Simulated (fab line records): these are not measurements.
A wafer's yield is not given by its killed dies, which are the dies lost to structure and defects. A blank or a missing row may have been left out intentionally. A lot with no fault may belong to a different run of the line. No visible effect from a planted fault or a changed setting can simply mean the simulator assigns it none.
Code-filled problem report in 8D (eight disciplines) form | flow ritCmos | the parts of the form that need people (team, actions taken, sign-off) are left out

## 1. PROBLEM STATEMENT
M1_AL_RS at RIT_M1_RS_MEAS_01 reads a mean of 0.1064 ohm/sq on 2 wafers of 2 lots; wafers without a fault read 0.0740 ohm/sq with a standard deviation of 0.00075. That puts it +43 standard deviations away from the usual mean.
The step: measures by four-point-probe.
The first sign was on wafer L983.1 at day 4 12:49, on filmMetro-02. At this step, 39 wafers from 13 lots have a number in the record. Rule for "out" (also "out of limits"): further than 4 standard deviations from the usual mean. The rest of the wafers with a number are treated as sound.

## 2. WHAT IT IS, WHAT IT ISN'T
question                    | is                         | is not
which readings at this step | M1_AL_RS                   | -
which lots                  | L983, L985                 | L100, L101, L102, L979, L980, L981, L984, L995, L997, L998, L999
which wafers of those lots  | L983.1, L985.4             | L983.2, L983.5, L985.1, L985.5
read on which gauges        | filmMetro-02, filmMetro-04 | filmMetro-01
when                        | from day 4 12:49           | up to then (11 sound wafers); but 26 sound wafers of L100, L101, L102, L984, L985, L995, L997, L998, L999 came after

## 3. WHAT RULES OUT EACH SUSPECT
Counting: if a tool at a process step up to the reading ran every lot that is out, it stays a suspect. Sound lots after the first of them don't rule it out here, since some wafers of a struck lot are sound.
- the gauge at RIT_M1_RS_MEAS_01 is ruled out. 2 gauges (filmMetro-02, filmMetro-04) read the wafers that are out.
- plasmaAsher-04 at RIT_PSD_STRIP_09 (strips in O2, time 180 s): kept. It ran every lot that is out, first L983 (day 4 08:35); its last sound lot up to then is L981 (day 3 20:02).
- pvdSputter-01 at RIT_M1_SPUTTER_00 (material Al, target thk 400 nm, time 500 s): kept. It ran every lot that is out, first L983 (day 4 12:31); its last sound lot up to then is L980 (day 3 19:46).
Left after counting: plasmaAsher-04 at RIT_PSD_STRIP_09, pvdSputter-01 at RIT_M1_SPUTTER_00.

## 4. THE CAUSE (what the simulator had put in)
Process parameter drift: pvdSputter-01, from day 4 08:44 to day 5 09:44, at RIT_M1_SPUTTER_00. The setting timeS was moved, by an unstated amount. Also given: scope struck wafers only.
This tool is one of the 2 suspects left after counting.

## 5. THE EFFECT CHAIN, in route order
One row per reading whose mean, taken over the struck wafers that have a number, lies over 3 standard deviations from the usual. Only readings for which the record gives a usual standard deviation are gone through. hours: the time from each lot's start at the first step in this table that gives one to its start at this step, as a median over the lots. sigmas: the change in usual standard deviations.
hours | step                 | reading      | usual         | on struck wafers | change  | sigmas
0     | RIT_M1_RS_MEAS_01    | M1_AL_RS     | 0.0740 ohm/sq | 0.1064           | +0.0324 | +43
5     | RIT_M1_THK_MEAS_02   | M1_AL_THK    | 404 nm        | 286              | -118    | -24
9     | RIT_M1_METAL_ETCH_12 | oesProductAu | 0.775 a.u.    | 0.651            | -0.124  | -11
The process steps in it:
- RIT_M1_METAL_ETCH_12: etches Al in Cl2/BCl3, stops on SiO2, time 165 s, target depth 600 nm.

## 6. WHAT WOULD HAVE CAUGHT IT SOONER
Counted from the fault's start at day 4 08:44, it took 4 hours until the first out-of-limits reading at a measuring or inspecting step in this record, taken at day 4 12:49.
Of the tool readings at RIT_M1_SPUTTER_00 for which the record gives a usual standard deviation, none was out on any struck wafer, so an alarm limit of 4 standard deviations on them would not have fired.
L985, from the lots that are out (2), started RIT_M1_SPUTTER_00 on pvdSputter-01 later than day 4 12:49. A hold on the tool at that time would have spared it.
